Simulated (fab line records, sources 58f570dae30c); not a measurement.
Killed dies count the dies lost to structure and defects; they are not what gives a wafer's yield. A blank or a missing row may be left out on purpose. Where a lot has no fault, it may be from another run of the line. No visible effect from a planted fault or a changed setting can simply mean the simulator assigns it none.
Which tool did it? || flow berkeley_cmos170 || 14 lots, 42 wafers sampled, at 2 steps of a route of 331

== WHAT THE GAUGES READ, wafer by wafer ==
UCB170_CONTACT_THK_MEAS_02. Usual: for CONTACT_PSG_THK the level is 698 nm and the standard deviation is 6.3.
{"lot": "L341", "measured": "day 8 01:49", "on": "film_metro-04", "CONTACT_PSG_THK (nm)": "688 689 687", "flag": ""}
{"lot": "L343", "measured": "day 8 02:17", "on": "film_metro-01", "CONTACT_PSG_THK (nm)": "697 695 692", "flag": ""}
{"lot": "L342", "measured": "day 8 03:37", "on": "film_metro-02", "CONTACT_PSG_THK (nm)": "691 692 695", "flag": ""}
{"lot": "L345", "measured": "day 9 05:50", "on": "film_metro-01", "CONTACT_PSG_THK (nm)": "697 691 690", "flag": ""}
{"lot": "L346", "measured": "day 9 07:37", "on": "film_metro-01", "CONTACT_PSG_THK (nm)": "701 705 706", "flag": ""}
{"lot": "L348", "measured": "day 9 07:37", "on": "film_metro-02", "CONTACT_PSG_THK (nm)": "696 689 688", "flag": ""}
{"lot": "L350", "measured": "day 9 17:43", "on": "film_metro-04", "CONTACT_PSG_THK (nm)": "699 693 697", "flag": ""}
{"lot": "L352", "measured": "day 10 03:01", "on": "film_metro-01", "CONTACT_PSG_THK (nm)": "704 703 705", "flag": ""}
{"lot": "L353", "measured": "day 10 04:48", "on": "film_metro-04", "CONTACT_PSG_THK (nm)": "702 705 702", "flag": ""}
{"lot": "L356", "measured": "day 10 19:03", "on": "film_metro-02", "CONTACT_PSG_THK (nm)": "703 711 704", "flag": ""}
{"lot": "L355", "measured": "day 10 23:15", "on": "film_metro-02", "CONTACT_PSG_THK (nm)": "630 624 629", "flag": "OFF"}
{"lot": "L357", "measured": "day 10 23:38", "on": "film_metro-01", "CONTACT_PSG_THK (nm)": "689 692 694", "flag": ""}
{"lot": "L358", "measured": "day 10 23:37", "on": "film_metro-04", "CONTACT_PSG_THK (nm)": "690 690 687", "flag": ""}
{"lot": "L359", "measured": "day 11 01:02", "on": "film_metro-01", "CONTACT_PSG_THK (nm)": "615 614 617", "flag": "OFF"}

== EACH LOT AND THE TOOL THAT RAN IT (in order: tool; ch and the chambers of the sampled wafers; start) ==
{"lot": "L341", "UCB170_CONTACT_CVD_01": "lpcvd-02 ch 0, day 8 00:02"}
{"lot": "L343", "UCB170_CONTACT_CVD_01": "lpcvd-01 ch 0, day 8 00:29"}
{"lot": "L342", "UCB170_CONTACT_CVD_01": "lpcvd-02 ch 1, day 8 01:49"}
{"lot": "L345", "UCB170_CONTACT_CVD_01": "lpcvd-02 ch 0, day 9 04:02"}
{"lot": "L346", "UCB170_CONTACT_CVD_01": "lpcvd-02 ch 0, day 9 05:50"}
{"lot": "L348", "UCB170_CONTACT_CVD_01": "lpcvd-02 ch 0, day 9 05:50"}
{"lot": "L350", "UCB170_CONTACT_CVD_01": "lpcvd-02 ch 0, day 9 15:56"}
{"lot": "L352", "UCB170_CONTACT_CVD_01": "lpcvd-01 ch 0, day 10 01:14"}
{"lot": "L353", "UCB170_CONTACT_CVD_01": "lpcvd-01 ch 1, day 10 03:01"}
{"lot": "L356", "UCB170_CONTACT_CVD_01": "lpcvd-02 ch 1, day 10 17:15"}
{"lot": "L355", "UCB170_CONTACT_CVD_01": "lpcvd-02 ch 1, day 10 21:28"}
{"lot": "L357", "UCB170_CONTACT_CVD_01": "lpcvd-01 ch 1, day 10 21:49"}
{"lot": "L358", "UCB170_CONTACT_CVD_01": "lpcvd-01 ch 0, day 10 21:49"}
{"lot": "L359", "UCB170_CONTACT_CVD_01": "lpcvd-02 ch 1, day 10 23:15"}
- UCB170_CONTACT_CVD_01: deposits PSG from SiH4/O2/PH3, target thk 700 nm, time 2820 s.

== WHAT THE TOOLS THEMSELVES READ (means of the sampled wafers that have a number; where no wafer has one, the mark that the record gives instead) ==
UCB170_CONTACT_CVD_01. Usual: zone_power_centre_pct 21.2 %, standard deviation 1.9.
{"lot": "L341", "tool": "lpcvd-02", "zone_power_centre_pct (%)": 23.7, "flag": ""}
{"lot": "L343", "tool": "lpcvd-01", "zone_power_centre_pct (%)": 19.3, "flag": ""}
{"lot": "L342", "tool": "lpcvd-02", "zone_power_centre_pct (%)": 19.6, "flag": ""}
{"lot": "L345", "tool": "lpcvd-02", "zone_power_centre_pct (%)": 23.5, "flag": ""}
{"lot": "L346", "tool": "lpcvd-02", "zone_power_centre_pct (%)": 23.8, "flag": ""}
{"lot": "L348", "tool": "lpcvd-02", "zone_power_centre_pct (%)": 24.0, "flag": ""}
{"lot": "L350", "tool": "lpcvd-02", "zone_power_centre_pct (%)": 23.7, "flag": ""}
{"lot": "L352", "tool": "lpcvd-01", "zone_power_centre_pct (%)": 19.2, "flag": ""}
{"lot": "L353", "tool": "lpcvd-01", "zone_power_centre_pct (%)": 20.7, "flag": ""}
{"lot": "L356", "tool": "lpcvd-02", "zone_power_centre_pct (%)": 19.6, "flag": ""}
{"lot": "L355", "tool": "lpcvd-02", "zone_power_centre_pct (%)": 19.7, "flag": ""}
{"lot": "L357", "tool": "lpcvd-01", "zone_power_centre_pct (%)": 20.9, "flag": ""}
{"lot": "L358", "tool": "lpcvd-01", "zone_power_centre_pct (%)": 19.3, "flag": ""}
{"lot": "L359", "tool": "lpcvd-02", "zone_power_centre_pct (%)": 19.4, "flag": ""}

== THE ANSWER, worked out from the rows above alone ==
Rule: a lot counts as off when the mean over its wafers that have a number is more than 3 standard deviations away from the usual mean. Also off: a lot with no number at a reading for which 4 or more lots have one. Where the step has rows for the other lots, those lots are counted as sound. First the gauges in route order, then the tools' own readings, where a lot's mean is used as printed above. At the first step where some lot is off, the reading lying furthest off is the one used; lots without a number count as furthest.
Off: L355, L359, seen at UCB170_CONTACT_THK_MEAS_02 (CONTACT_PSG_THK).
If a tool, at a process step before that reading, ran all the lots that are off and no sound lot after the first of them, it fits. The gauges at UCB170_CONTACT_THK_MEAS_02 are tried like those tools. One fits: lpcvd-02 at UCB170_CONTACT_CVD_01. A fault onset in the window from L356 (day 10 17:15, its last sound lot) to L355 (day 10 21:28, its first lot off) fits.

== WHAT HAD BEEN PUT IN BY THE SIMULATOR ==
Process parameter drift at UCB170_CONTACT_CVD_01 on lpcvd-02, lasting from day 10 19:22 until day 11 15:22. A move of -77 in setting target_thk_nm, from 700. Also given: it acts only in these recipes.
Lots struck among those shown: L355, L359. The rule above found the same.
